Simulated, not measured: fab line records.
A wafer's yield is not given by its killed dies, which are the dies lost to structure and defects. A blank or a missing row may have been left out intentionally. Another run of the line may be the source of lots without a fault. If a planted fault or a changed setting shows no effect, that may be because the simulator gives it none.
A struck lot beside a sound one | flow rit-cmos | 29 out of 202 route steps
Sound: wafers L716.2, L716.3, L716.6. Struck: wafer L728.3. (L728.2, L728.6 of the same lot were not struck and are left out.) The cause comes at the end.
Each step with rows lists, per side, the tool, then ch with its chambers, then its first start. Under that, the readings that differ: sound wafers | struck wafers | difference of the means | sigmas: that difference in standard deviations of wafers without a fault.
alike: words and numbers the same on both sides, and readings whose means are apart by under 2 such deviations; not compared: readings that were withheld, readings missing a value for some wafer, numbers with overlapping values and no deviation given by the record, and bounds like >300 which may hide the same value.
The two part at a step that has a row with sigmas, a row that says differs or no value, or rows on one side only. When numbers do not overlap yet have no deviation, they are printed without sigmas and do not part them. Lack of a reading on every wafer of one side parts them only where that side has two or more wafers.

RIT_SDANNEAL_RTA_03: time 5 s.
  sound on rtp-anneal-02 ch 0, day 3 04:21; struck on rtp-anneal-02 ch 0, day 5 17:47
  alike: wafer_temp_C_max
RIT_SDANNEAL_RS_MEAS_04: uses a four-point probe to measure.
  sound on film-metro-04 at day 3 04:25; struck on film-metro-04 at day 5 17:51
  alike: PSD_RS
RIT_SDANNEAL_RS_MEAS_05: uses a four-point probe to measure.
  sound on film-metro-04 at day 3 04:32; struck on film-metro-04 at day 5 17:58
  alike: NSD_RS
RIT_SDANNEAL_RS_MEAS_06: uses a four-point probe to measure.
  sound on film-metro-04 at day 3 04:40; struck on film-metro-04 at day 5 18:05
  alike: PLDD_RS
RIT_SDANNEAL_RS_MEAS_07: uses a four-point probe to measure.
  sound on film-metro-04 at day 3 04:47; struck on film-metro-04 at day 5 18:13
  reading          | sound             | struck | difference | sigmas
  NLDD_RS (ohm/sq) | 151.1 151.1 151.0 | 152.2  | +1.1       | +2
then, 1 step without rows for these wafers: RIT_SILICIDE_WET_ETCH_00 (etches SiO2 in BOE, target depth 14 nm, time 15 s).
RIT_SILICIDE_SPUTTER_01: material Ti, target thk 30 nm, time 240 s.
  sound on pvd-sputter-03 at day 3 04:53; struck on pvd-sputter-04 at day 5 18:19
  alike: throttle-valve-pct
RIT_SILICIDE_RS_MEAS_02: uses a four-point probe to measure.
  sound on film-metro-01 at day 3 05:04; struck on film-metro-02 at day 5 18:29
  reading                 | sound          | struck | difference | sigmas
  SILICIDE_TI_RS (ohm/sq) | 49.7 49.3 49.5 | 50.7   | +1.2       | +2
RIT_SILICIDE_THK_MEAS_03: measures by xrf.
  sound on film-metro-01 at day 3 05:10; struck on film-metro-02 at day 5 18:36
  alike: SILICIDE_TI_THK
RIT_SILICIDE_RTA_04: time 10 s, ramp up 5 s, ramp down 5 s.
  sound on rtp-anneal-01 ch 0, day 3 05:14; struck on rtp-anneal-01 ch 0, day 5 18:40
  alike: wafer_temp_C_max
then, 1 step without rows for these wafers: RIT_SILICIDE_WET_ETCH_05 (etches Ti in SPM, time 120 s).
RIT_SILICIDE_RTA_06: time 10 s, ramp up 5 s, ramp down 10 s.
  sound on rtp-anneal-02 ch 0, day 3 05:20; struck on rtp-anneal-02 ch 0, day 5 18:46
  alike: wafer_temp_C_max
RIT_CONTACT_CVD_00: deposits SiO2 from TEOS, target thk 400 nm, time 61 s.
  sound on pecvd-04 ch 0,1, day 3 05:23; struck on pecvd-04 ch 1, day 5 18:50
  reading                                  | sound             | struck | difference | sigmas
  model.SiO2_of_CONTACT_CVD_00.thk-nm (nm) | 400.1 402.3 406.2 | 552    | +149       |
  alike: heater-power-w, susceptor-temp-C
RIT_CONTACT_THK_MEAS_01:
  sound on film-metro-02 at day 3 05:27; struck on film-metro-03 at day 5 18:53
  reading               | sound       | struck | difference | sigmas
  CONTACT_TEOS_THK (nm) | 400 402 406 | 552    | +149       | +30
then, 6 steps without rows for these wafers: RIT_CONTACT_HMDS_02 (prime time 60 s); RIT_CONTACT_COAT_03 (resist thk 1000 nm); RIT_CONTACT_SOFTBAKE_04 (time 60 s); RIT_CONTACT_EXPOSE_05 (exposes mask M11, target cd 1000 nm); RIT_CONTACT_PEB_06; RIT_CONTACT_DEVELOP_07 (develop time 120 s).
RIT_CONTACT_CD_MEAS_08: the cd target is 1000 nm.
  sound on cd-sem-01 at day 3 06:37; struck on cd-sem-02 at day 5 20:03
  alike: cd-nm
RIT_CONTACT_OVL_MEAS_09:
  sound on overlay-01 at day 3 06:43; struck on overlay-01 at day 5 20:10
  alike: CONTACT_OVL
then, 1 step without rows for these wafers: RIT_CONTACT_HARDBAKE_10 (time 60 s).
RIT_CONTACT_ETCH_11: etches SiO2 in CHF3/CF4/Ar, stops on TiSi2, target depth 480 nm, time 320 s.
  sound on rie-diel-02 ch 2,3, day 3 06:54; struck on rie-diel-02 ch 3, day 5 20:20
  reading                             | sound              | struck | difference | sigmas
  mfc-ar-sccm (sccm)                  | 99.77 100.11 99.68 | 100.42 | +0.57      | +2
  model.etch.depth-nm (nm)            | 400.1 402.3 406.2  | 495    | +92        |
  model.CONTACT.feature-depth-nm (nm) | 400.1 402.3 406.2  | 495    | +92        |
  alike: drypump-motor-current-A, oes-product-au, throttle-valve-pct
  not compared: rf-hours-counter-h
RIT_CONTACT_STRIP_12: strips in O2, time 180 s.
  sound on plasma-asher-04 ch 0,1, day 3 07:06; struck on plasma-asher-01 ch 1, day 5 20:32
  alike: drypump-motor-current-A
  not compared: rf-hours-counter-h
RIT_CONTACT_CD_MEAS_90: the cd target is 1000 nm.
  sound on cd-sem-01 at day 3 07:17; struck on cd-sem-01 at day 5 20:44
  alike: cd-nm
RIT_CONTACT_CLEAN_13: cleans in SC1, time 600 s.
  sound on wet-bench-04 ch 2, day 3 07:23; struck on wet-bench-04 ch 2, day 5 20:50
  reading                                  | sound           | struck | difference | sigmas
  model.SiO2_of_CONTACT_CVD_00.thk-nm (nm) | 396 398.2 402.1 | 547.9  | +149.1     |
  alike: temp-c
then, 1 step without rows for these wafers: RIT_CONTACT_CLEAN_14 (cleans in SC2, time 600 s).
RIT_M1_PROBE_99:
  sound on prober-01 at day 3 11:57; struck on prober-01 at day 6 01:47
  reading            | sound | struck | difference | sigmas
  killed-at-contacts | 1 0 1 | 258    | +257       | +99 or more
  killed-dies        | 6 7 6 | 264    | +258       | +99 or more
  killed-on-rim      | 3 2 3 | 70     | +67        | +52
  alike: killed-at-front-end, killed-open, killed-short

WHERE THEY PART
At RIT_SDANNEAL_RS_MEAS_07 first; at RIT_M1_PROBE_99 last (within this record only).

WHY: whatever the simulator had introduced
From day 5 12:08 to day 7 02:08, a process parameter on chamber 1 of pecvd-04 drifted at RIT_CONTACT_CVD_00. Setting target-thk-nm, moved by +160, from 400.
